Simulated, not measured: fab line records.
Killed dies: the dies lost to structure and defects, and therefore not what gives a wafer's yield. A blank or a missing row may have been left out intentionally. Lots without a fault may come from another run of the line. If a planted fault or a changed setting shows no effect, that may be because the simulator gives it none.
The tool behind it: which one?    flow berkeley-cmos170    14 lots, 42 wafers sampled, at 7 steps of a route of 331

WHAT THE GAUGES READ, wafer by wafer
UCB170_GATE_CD_MEAS_90 targets a cd of 350 nm. Usual: cd-nm reads 350.8 nm (standard deviation 1.3).
lot   measured      on         cd-nm (nm)         flag
L277  day 6 16:24   cd-sem-01  349.4 349.5 350.6  
L280  day 6 16:27   cd-sem-02  352.7 353.3 352.7  
L279  day 6 16:41   cd-sem-01  350.5 349.1 349.5  
L282  day 7 13:05   cd-sem-02  351.6 350.9 351.0  
L284  day 8 00:55   cd-sem-01  352.3 350.5 349.7  
L286  day 8 01:55   cd-sem-01  350.7 352.5 352.5  
L289  day 8 17:08   cd-sem-02  350.5 350.4 350.0  
L291  day 9 05:31   cd-sem-02  350.5 349.8 350.0  
L292  day 9 11:48   cd-sem-01  349.1 350.6 349.7  
L297  day 9 21:53   cd-sem-01  350.4 349.9 350.5  
L293  day 9 22:17   cd-sem-02  350.9 350.1 351.2  
L296  day 9 22:22   cd-sem-01  351.8 349.8 350.6  
L298  day 10 20:04  cd-sem-02  353.8 352.8 353.5  
L299  day 11 09:01  cd-sem-01  349.2 350.4 350.5  

UCB170_M1_RS_MEAS_01: measures by four-point-probe. Usual: M1_AL_RS typically reads 0.0487 ohm/sq, with standard deviation 0.00052.
lot   measured      on             M1_AL_RS (ohm/sq)     flag
L277  day 7 11:17   film-metro-01  0.0493 0.0491 0.0495  
L280  day 7 11:34   film-metro-03  0.0477 0.0480 0.0480  
L279  day 7 13:10   film-metro-04  0.0485 0.0491 0.0489  
L282  day 8 09:24   film-metro-03  0.0494 0.0487 0.0494  
L284  day 9 04:16   film-metro-01  0.0424 0.0425 0.0421  OFF
L286  day 9 06:31   film-metro-04  0.0434 0.0435 0.0429  OFF
L289  day 9 13:52   film-metro-03  0.0479 0.0477 0.0481  
L291  day 10 04:03  film-metro-01  0.0477 0.0484 0.0478  
L292  day 10 09:12  film-metro-01  0.0491 0.0490 0.0488  
L297  day 10 23:50  film-metro-03  0.0483 0.0484 0.0485  
L293  day 10 20:25  film-metro-03  0.0489 0.0490 0.0489  
L296  day 11 00:07  film-metro-04  0.0488 0.0484 0.0485  
L298  day 11 22:43  film-metro-03  0.0489 0.0487 0.0487  
L299  day 12 08:49  film-metro-04  0.0489 0.0491 0.0487  

UCB170_M1_THK_MEAS_02: measures by xrf. Usual: M1_AL_THK typically reads 595 nm, with standard deviation 6.5.
lot   measured      on             M1_AL_THK (nm)  flag
L277  day 7 11:25   film-metro-01  590 592 588     
L280  day 7 11:41   film-metro-03  601 597 597     
L279  day 7 13:17   film-metro-04  599 593 592     
L282  day 8 09:31   film-metro-03  584 594 585     
L284  day 9 04:21   film-metro-01  679 678 685     OFF
L286  day 9 06:38   film-metro-04  669 671 679     OFF
L289  day 9 13:58   film-metro-03  611 607 602     
L291  day 10 04:10  film-metro-01  605 600 605     
L292  day 10 09:19  film-metro-01  593 597 594     
L297  day 10 23:56  film-metro-03  599 597 598     
L293  day 10 20:32  film-metro-03  590 589 591     
L296  day 11 00:13  film-metro-04  593 598 602     
L298  day 11 22:50  film-metro-03  594 596 596     
L299  day 12 08:55  film-metro-04  598 594 595     

UCB170_V1_CD_MEAS_12 targets a cd of 700 nm. Usual: cd-nm reads 700.3 nm (standard deviation 0.98).
lot   measured      on         cd-nm (nm)         flag
L277  day 7 18:20   cd-sem-02  700.4 700.2 699.7  
L280  day 7 18:31   cd-sem-01  700.2 700.0 700.7  
L279  day 7 18:54   cd-sem-02  700.3 701.0 699.8  
L282  day 8 21:53   cd-sem-01  699.3 700.5 701.7  
L284  day 9 12:02   cd-sem-02  700.3 699.6 701.8  
L286  day 9 14:25   cd-sem-01  701.4 702.7 699.9  
L289  day 9 22:14   cd-sem-02  702.9 701.6 702.1  
L291  day 10 11:20  cd-sem-02  701.1 699.7 700.6  
L292  day 10 16:54  cd-sem-01  700.1 699.8 699.3  
L297  day 11 08:13  cd-sem-02  700.7 699.9 701.1  
L293  day 11 04:23  cd-sem-02  698.6 698.3 700.0  
L296  day 11 08:06  cd-sem-01  699.2 699.4 698.9  
L298  day 12 07:43  cd-sem-02  700.9 700.8 700.6  
L299  day 12 19:04  cd-sem-02  701.2 702.2 702.5  

EACH LOT AND THE TOOL THAT RAN IT (in order: tool; ch and the chambers of the sampled wafers; start)
lot   UCB170_SILICIDE_RTA_04            UCB170_M1_SPUTTER_00          UCB170_M1_METAL_ETCH_12
L277  rtp-anneal-01 ch 0, day 7 05:58   pvd-sputter-04, day 7 11:13   rie-metal-02 ch 0,1, day 7 13:05
L280  rtp-anneal-02 ch 0, day 7 05:47   pvd-sputter-01, day 7 11:30   rie-metal-01 ch 0,1, day 7 13:22
L279  rtp-anneal-02 ch 0, day 7 06:14   pvd-sputter-04, day 7 13:05   rie-metal-02 ch 0,1, day 7 14:33
L282  rtp-anneal-01 ch 0, day 8 01:35   pvd-sputter-04, day 8 09:20   rie-metal-03 ch 0,1, day 8 10:37
L284  rtp-anneal-02 ch 0, day 8 23:17   pvd-sputter-01, day 9 04:08   rie-metal-03 ch 0,1, day 9 05:47
L286  rtp-anneal-02 ch 0, day 9 00:50   pvd-sputter-01, day 9 06:28   rie-metal-03 ch 0,1, day 9 09:06
L289  rtp-anneal-01 ch 0, day 9 08:06   pvd-sputter-04, day 9 13:45   rie-metal-03 ch 0,1, day 9 15:38
L291  rtp-anneal-02 ch 0, day 9 20:39   pvd-sputter-02, day 10 03:58  rie-metal-01 ch 0,1, day 10 05:25
L292  rtp-anneal-02 ch 0, day 10 03:22  pvd-sputter-02, day 10 09:07  rie-metal-01 ch 0,1, day 10 10:58
L297  rtp-anneal-02 ch 0, day 10 15:01  pvd-sputter-04, day 10 23:45  rie-metal-02 ch 0,1, day 11 01:02
L293  rtp-anneal-01 ch 0, day 10 14:37  pvd-sputter-02, day 10 20:19  rie-metal-03 ch 0,1, day 10 22:50
L296  rtp-anneal-01 ch 0, day 10 15:01  pvd-sputter-02, day 11 00:02  rie-metal-01 ch 0,1, day 11 01:19
L298  rtp-anneal-01 ch 0, day 11 13:42  pvd-sputter-02, day 11 22:39  rie-metal-03 ch 0,1, day 12 00:03
L299  rtp-anneal-02 ch 0, day 12 02:04  pvd-sputter-01, day 12 08:43  rie-metal-02 ch 0,1, day 12 10:27
- UCB170_SILICIDE_RTA_04: time 15 s.
- UCB170_M1_SPUTTER_00: material Al, target thk 600 nm, time 80 s.
- UCB170_M1_METAL_ETCH_12: etches Al in Cl2/BCl3, stops on PSG, target depth 780 nm, time 130 s.

AS READ BY THE TOOLS THEMSELVES (means over the sampled wafers that have a number; for cases with no such wafer, the mark the record gives instead)
UCB170_SILICIDE_RTA_04. Usual: lamp-power-pct 10.0 %, standard deviation 0.37; wafer_temp_C_max 653.9, standard deviation 0.98.
lot   tool           lamp-power-pct (%)  wafer_temp_C_max  flag
L277  rtp-anneal-01  10.4                654.1             
L280  rtp-anneal-02  9.7                 653.0             
L279  rtp-anneal-02  9.7                 653.7             
L282  rtp-anneal-01  10.4                655.5             
L284  rtp-anneal-02  9.7                 653.7             
L286  rtp-anneal-02  9.7                 653.9             
L289  rtp-anneal-01  10.4                654.3             
L291  rtp-anneal-02  9.7                 653.5             
L292  rtp-anneal-02  9.7                 652.9             
L297  rtp-anneal-02  9.7                 653.4             
L293  rtp-anneal-01  10.4                655.4             
L296  rtp-anneal-01  10.4                653.8             
L298  rtp-anneal-01  10.4                654.9             
L299  rtp-anneal-02  9.7                 653.5             

UCB170_M1_SPUTTER_00. Usual: throttle-valve-pct reads 30.0 % (standard deviation 1.1).
lot   tool            throttle-valve-pct (%)  flag
L277  pvd-sputter-04  29.6                    
L280  pvd-sputter-01  29.4                    
L279  pvd-sputter-04  29.8                    
L282  pvd-sputter-04  29.8                    
L284  pvd-sputter-01  31.7                    
L286  pvd-sputter-01  30.0                    
L289  pvd-sputter-04  29.8                    
L291  pvd-sputter-02  30.4                    
L292  pvd-sputter-02  29.2                    
L297  pvd-sputter-04  29.4                    
L293  pvd-sputter-02  30.4                    
L296  pvd-sputter-02  30.3                    
L298  pvd-sputter-02  30.4                    
L299  pvd-sputter-01  29.4                    

UCB170_M1_METAL_ETCH_12. Usual: drypump-motor-current-A 5.8 A, standard deviation 0.37; oes-product-au 0.858 a.u., standard deviation 0.017; throttle-valve-pct 24.41 %, standard deviation 0.12.
lot   tool          drypump-motor-current-A (A)  oes-product-au (a.u.)  throttle-valve-pct (%)  flag
L277  rie-metal-02  5.5                          0.854                  24.29                   
L280  rie-metal-01  6.0                          0.845                  24.48                   
L279  rie-metal-02  5.5                          0.866                  24.33                   
L282  rie-metal-03  6.0                          0.864                  24.38                   
L284  rie-metal-03  6.0                          0.939                  24.33                   OFF
L286  rie-metal-03  6.0                          0.930                  24.34                   OFF
L289  rie-metal-03  6.0                          0.876                  24.37                   
L291  rie-metal-01  5.6                          0.846                  24.55                   
L292  rie-metal-01  5.9                          0.837                  24.49                   
L297  rie-metal-02  5.6                          0.870                  24.34                   
L293  rie-metal-03  5.9                          0.870                  24.45                   
L296  rie-metal-01  5.6                          0.841                  24.55                   
L298  rie-metal-03  5.9                          0.870                  24.45                   
L299  rie-metal-02  5.5                          0.866                  24.33                   

THE ANSWER, worked out from the rows above alone
Rule: lot off if the mean of its wafers having a number is beyond 3 standard deviations from the usual mean. A lot without any number at a reading at which 4 lots or more have one is off too. Where the step has rows for the other lots, those lots are counted as sound. Order of review: gauges by route order, followed by the tools' own readings, for which a lot's mean as printed above is used. At the first step where some lot is off, the reading lying furthest off is the one used; lots without a number count as furthest.
Off: L284, L286, seen at UCB170_M1_RS_MEAS_01 (M1_AL_RS).
A tool fits if, at a process step before that reading, it ran every lot that is off, and no sound lot after the first of them. The gauges at UCB170_M1_RS_MEAS_01 aren't tried: what is off there is off at UCB170_M1_METAL_ETCH_12 too, on other tools, and a gauge's error can't cause that. Of those tried, none fits.

WHAT HAD BEEN PUT IN BY THE SIMULATOR
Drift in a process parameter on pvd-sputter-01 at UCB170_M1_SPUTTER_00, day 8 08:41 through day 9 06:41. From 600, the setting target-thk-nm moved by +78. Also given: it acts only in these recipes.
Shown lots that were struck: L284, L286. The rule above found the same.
